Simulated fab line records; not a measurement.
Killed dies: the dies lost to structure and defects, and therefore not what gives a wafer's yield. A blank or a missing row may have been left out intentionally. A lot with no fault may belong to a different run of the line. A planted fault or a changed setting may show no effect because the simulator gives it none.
A struck lot beside a sound one + flow rit cmos + 17 out of 202 route steps
Sound: wafers L334.1, L334.3, L334.5. Struck: wafer L344.3. (L344.4, L344.5 of the same lot were not struck and are left out.) The cause comes at the end.
Each step with rows lists, per side, the tool, then ch with its chambers, then its first start. Under that, the readings that differ: sound wafers + struck wafers + difference of the means + sigmas: that difference in standard deviations of wafers without a fault.
alike: a reading whose means differ by less than 2 such deviations, as well as words and numbers matching on both sides. not compared: withheld readings; readings where some wafer has no value; bounds like >300 that might hide an equal value; numbers whose values overlap and for which the record gives no deviation.
Wherever a step has rows on one side only, a row that says differs or no value, or a row with sigmas, the two part there. Non-overlapping numbers with no deviation appear without sigmas and do not part them. Lack of a reading on every wafer of one side parts them only where that side has two or more wafers.

first, 1 step without rows for these wafers: RIT_PSD_IMPLANT_08.
RIT_PSD_STRIP_09: strips in O2, time 180 s.
  sound on plasma asher-04 ch 0,1, day 4 08:34; struck on plasma asher-03 ch 1, day 6 10:04
  alike: drypump motor current A
  not compared: rf hours counter h
RIT_PSD_TW_MEAS_10:
  sound on film metro-02 at day 4 08:44; struck on film metro-02 at day 6 10:13
  alike: PSD_TW
then, 3 steps without rows for these wafers: RIT_SDANNEAL_CLEAN_00 (cleans in SC1, time 600 s); RIT_SDANNEAL_CLEAN_01 (cleans in dHF, time 30 s); RIT_SDANNEAL_CLEAN_02 (cleans in SC2, time 600 s).
RIT_SDANNEAL_RTA_03: time 5 s.
  sound on rtp anneal-01 ch 0, day 4 09:12; struck on rtp anneal-01 ch 0, day 6 10:39
  alike: wafer_temp_C_max
RIT_SDANNEAL_RS_MEAS_04: a four-point-probe measurement.
  sound on film metro-03 at day 4 09:16; struck on film metro-02 at day 6 10:44
  alike: PSD_RS
RIT_SDANNEAL_RS_MEAS_05: a four-point-probe measurement.
  sound on film metro-03 at day 4 09:23; struck on film metro-02 at day 6 10:51
  alike: NSD_RS
RIT_SDANNEAL_RS_MEAS_06: a four-point-probe measurement.
  sound on film metro-03 at day 4 09:30; struck on film metro-02 at day 6 10:58
  alike: PLDD_RS
RIT_SDANNEAL_RS_MEAS_07: a four-point-probe measurement.
  sound on film metro-03 at day 4 09:37; struck on film metro-02 at day 6 11:05
  alike: NLDD_RS
then, 1 step without rows for these wafers: RIT_SILICIDE_WET_ETCH_00 (etches SiO2 in BOE, target depth 14 nm, time 15 s).
RIT_SILICIDE_SPUTTER_01: material Ti, target thk 30 nm, time 240 s.
  sound on pvd sputter-03 at day 4 09:45; struck on pvd sputter-03 at day 6 11:11
| reading                                     | sound             | struck | difference | sigmas |
|---------------------------------------------|-------------------|--------|------------|--------|
| model.Ti_of_SILICIDE_SPUTTER_01.thk nm (nm) | 30.63 30.03 30.05 | 31.88  | +1.64      |        |
  alike: throttle valve pct
RIT_SILICIDE_RS_MEAS_02: a four-point-probe measurement.
  sound on film metro-04 at day 4 09:54; struck on film metro-04 at day 6 11:22
| reading                 | sound          | struck | difference | sigmas |
|-------------------------|----------------|--------|------------|--------|
| SILICIDE_TI_RS (ohm/sq) | 46.6 47.9 47.7 | 44.3   | -3.1       | -5     |
RIT_SILICIDE_THK_MEAS_03: measures by xrf.
  sound on film metro-04 at day 4 10:01; struck on film metro-04 at day 6 11:28
| reading              | sound          | struck | difference | sigmas |
|----------------------|----------------|--------|------------|--------|
| SILICIDE_TI_THK (nm) | 30.6 30.0 29.9 | 31.9   | +1.7       | +5     |
RIT_SILICIDE_RTA_04: time 10 s, ramp up 5 s, ramp down 5 s.
  sound on rtp anneal-02 ch 0, day 4 10:05; struck on rtp anneal-02 ch 0, day 6 11:32
  alike: wafer_temp_C_max
RIT_M1_PROBE_99:
  sound on prober-02 at day 4 17:26; struck on prober-01 at day 6 18:11
| reading                              | sound             | struck | difference | sigmas |
|--------------------------------------|-------------------|--------|------------|--------|
| model.etest.contact pplus.end ohm um | 45.55 44.51 44.44 | 46.33  | +1.50      |        |
| model.etest.contact nplus.end ohm um | 41.81 41.23 40.93 | 44.91  | +3.59      |        |
| model.etest.npoly line.rs ohm sq     | 16.86 16.93 17.08 | 16.19  | -0.77      |        |
| model.etest.ppoly line.rs ohm sq     | 16.34 16.56 16.5  | 15.85  | -0.62      |        |
| model.etest.npoly sal.rs ohm sq      | 4.282 4.352 4.373 | 4.179  | -0.157     |        |
| model.etest.ppoly sal.rs ohm sq      | 4.215 4.34 4.292  | 4.142  | -0.140     |        |
| model.etest.pplus sal.rs ohm sq      | 4.296 4.319 4.307 | 4.128  | -0.179     |        |
| model.etest.nplus sal.rs ohm sq      | 4.217 4.303 4.3   | 4.153  | -0.120     |        |
  alike: killed at contacts, killed at front end, killed dies, killed open, killed short

== WHERE THEY PART ==
First at RIT_SILICIDE_RS_MEAS_02; last, within this record, at RIT_SILICIDE_THK_MEAS_03. Later steps at which nothing parts them and some readings are alike: RIT_SILICIDE_RTA_04, RIT_M1_PROBE_99.

WHY: what the simulator had put in
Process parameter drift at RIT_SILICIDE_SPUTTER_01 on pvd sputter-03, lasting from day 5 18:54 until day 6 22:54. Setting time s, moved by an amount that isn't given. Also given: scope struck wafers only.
